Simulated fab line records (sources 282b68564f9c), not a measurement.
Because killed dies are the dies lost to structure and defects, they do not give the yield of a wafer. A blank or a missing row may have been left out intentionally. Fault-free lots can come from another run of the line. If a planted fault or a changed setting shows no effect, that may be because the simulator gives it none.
What tool caused it? / flow rit_cmos / Sampling: 13 lots, 39 wafers, 3 of 202 route steps

WHAT THE GAUGES SHOWED, per wafer
RIT_PRETRO_TW_MEAS_10. Usual: for PRETRO_TW the level is 479 and the standard deviation is 3.1.
lot=L157; measured=day 2 09:20; on=film_metro-03; PRETRO_TW=476 474 476; flag=
lot=L158; measured=day 2 13:26; on=film_metro-02; PRETRO_TW=481 482 483; flag=
lot=L159; measured=day 2 17:13; on=film_metro-02; PRETRO_TW=483 482 482; flag=
lot=L162; measured=day 3 09:42; on=film_metro-02; PRETRO_TW=486 481 484; flag=
lot=L163; measured=day 3 15:55; on=film_metro-02; PRETRO_TW=482 480 481; flag=
lot=L164; measured=day 3 20:01; on=film_metro-03; PRETRO_TW=476 476 473; flag=
lot=L166; measured=day 4 04:38; on=film_metro-02; PRETRO_TW=479 480 479; flag=
lot=L167; measured=day 4 09:45; on=film_metro-02; PRETRO_TW=481 479 480; flag=
lot=L168; measured=day 4 15:40; on=film_metro-01; PRETRO_TW=484 479 482; flag=
lot=L170; measured=day 5 01:56; on=film_metro-01; PRETRO_TW=480 477 480; flag=
lot=L171; measured=day 5 05:13; on=film_metro-03; PRETRO_TW=478 475 476; flag=
lot=L172; measured=day 5 09:56; on=film_metro-03; PRETRO_TW=475 473 475; flag=
lot=L180; measured=day 7 04:53; on=film_metro-01; PRETRO_TW=478 479 483; flag=

RIT_SILICIDE_THK_MEAS_03: measures by xrf. Usual: for SILICIDE_TI_THK the level is 29.1 nm and the standard deviation is 0.34.
lot=L157; measured=day 3 03:20; on=film_metro-02; SILICIDE_TI_THK (nm)=29.1 28.9 29.6; flag=
lot=L158; measured=day 3 07:49; on=film_metro-02; SILICIDE_TI_THK (nm)=28.8 28.8 28.5; flag=
lot=L159; measured=day 3 14:21; on=film_metro-03; SILICIDE_TI_THK (nm)=29.5 29.2 29.2; flag=
lot=L162; measured=day 4 03:29; on=film_metro-02; SILICIDE_TI_THK (nm)=29.2 29.8 29.5; flag=
lot=L163; measured=day 4 10:51; on=film_metro-02; SILICIDE_TI_THK (nm)=28.7 28.8 28.9; flag=
lot=L164; measured=day 4 14:44; on=film_metro-02; SILICIDE_TI_THK (nm)=28.7 29.1 29.0; flag=
lot=L166; measured=day 4 22:50; on=film_metro-04; SILICIDE_TI_THK (nm)=28.9 28.7 28.9; flag=
lot=L167; measured=day 5 04:19; on=film_metro-02; SILICIDE_TI_THK (nm)=28.7 29.0 29.1; flag=
lot=L168; measured=day 5 11:11; on=film_metro-02; SILICIDE_TI_THK (nm)=29.1 29.2 29.0; flag=
lot=L170; measured=day 5 20:49; on=film_metro-03; SILICIDE_TI_THK (nm)=29.3 29.0 29.0; flag=
lot=L171; measured=day 6 00:31; on=film_metro-04; SILICIDE_TI_THK (nm)=29.7 29.2 29.5; flag=
lot=L172; measured=day 6 04:41; on=film_metro-04; SILICIDE_TI_THK (nm)=28.9 29.2 28.7; flag=
lot=L180; measured=day 8 00:00; on=film_metro-03; SILICIDE_TI_THK (nm)=29.3 29.1 29.6; flag=

WHICH TOOL RAN EACH LOT (tool, then ch and the chambers of the sampled wafers, then the start)
lot=L157; RIT_PLDD_EXPOSE_03=iline_stepper-01 ch 0, day 2 19:47
lot=L158; RIT_PLDD_EXPOSE_03=iline_stepper-01 ch 0, day 2 23:50
lot=L159; RIT_PLDD_EXPOSE_03=iline_stepper-02 ch 0, day 3 06:38
lot=L162; RIT_PLDD_EXPOSE_03=iline_stepper-02 ch 0, day 3 19:58
lot=L163; RIT_PLDD_EXPOSE_03=iline_stepper-01 ch 0, day 4 03:10
lot=L164; RIT_PLDD_EXPOSE_03=iline_stepper-01 ch 0, day 4 07:07
lot=L166; RIT_PLDD_EXPOSE_03=iline_stepper-01 ch 0, day 4 14:55
lot=L167; RIT_PLDD_EXPOSE_03=iline_stepper-01 ch 0, day 4 20:16
lot=L168; RIT_PLDD_EXPOSE_03=iline_stepper-02 ch 0, day 5 02:25
lot=L170; RIT_PLDD_EXPOSE_03=iline_stepper-01 ch 0, day 5 12:46
lot=L171; RIT_PLDD_EXPOSE_03=iline_stepper-02 ch 0, day 5 16:53
lot=L172; RIT_PLDD_EXPOSE_03=iline_stepper-01 ch 0, day 5 20:38
lot=L180; RIT_PLDD_EXPOSE_03=iline_stepper-02 ch 0, day 7 14:57
- RIT_PLDD_EXPOSE_03: exposes mask M8, target cd 40900 nm.

WHAT THE TOOLS THEMSELVES READ (means of the sampled wafers that have a number; where no wafer has one, the mark that the record gives instead)
RIT_PLDD_EXPOSE_03. Usual: stage_vel_mm_s 499.94 mm/s, standard deviation 0.27.
lot=L157; tool=iline_stepper-01; stage_vel_mm_s (mm/s)=499.82; flag=
lot=L158; tool=iline_stepper-01; stage_vel_mm_s (mm/s)=500.13; flag=
lot=L159; tool=iline_stepper-02; stage_vel_mm_s (mm/s)=499.80; flag=
lot=L162; tool=iline_stepper-02; stage_vel_mm_s (mm/s)=499.71; flag=
lot=L163; tool=iline_stepper-01; stage_vel_mm_s (mm/s)=500.09; flag=
lot=L164; tool=iline_stepper-01; stage_vel_mm_s (mm/s)=500.43; flag=
lot=L166; tool=iline_stepper-01; stage_vel_mm_s (mm/s)=500.08; flag=
lot=L167; tool=iline_stepper-01; stage_vel_mm_s (mm/s)=500.11; flag=
lot=L168; tool=iline_stepper-02; stage_vel_mm_s (mm/s)=499.92; flag=
lot=L170; tool=iline_stepper-01; stage_vel_mm_s (mm/s)=499.54; flag=
lot=L171; tool=iline_stepper-02; stage_vel_mm_s (mm/s)=499.70; flag=
lot=L172; tool=iline_stepper-01; stage_vel_mm_s (mm/s)=500.11; flag=
lot=L180; tool=iline_stepper-02; stage_vel_mm_s (mm/s)=500.11; flag=

THE ANSWER, worked out from the rows above alone
Rule: take the mean of a lot's wafers that have a number; if it is more than 3 standard deviations from the usual mean, the lot is off. A lot without any number at a reading at which 4 lots or more have one is off too. Where the step has rows for the other lots, those lots are counted as sound. After the gauges, taken in route order, come the tools' own readings; for these a lot's mean is taken, as printed above. The first step at which some lot is off is used, and at that step the reading that is off furthest; a lot without a number counts as furthest.
No lot is off on any of the readings shown, so nothing can be concluded from this.

WHAT HAD BEEN PUT IN BY THE SIMULATOR
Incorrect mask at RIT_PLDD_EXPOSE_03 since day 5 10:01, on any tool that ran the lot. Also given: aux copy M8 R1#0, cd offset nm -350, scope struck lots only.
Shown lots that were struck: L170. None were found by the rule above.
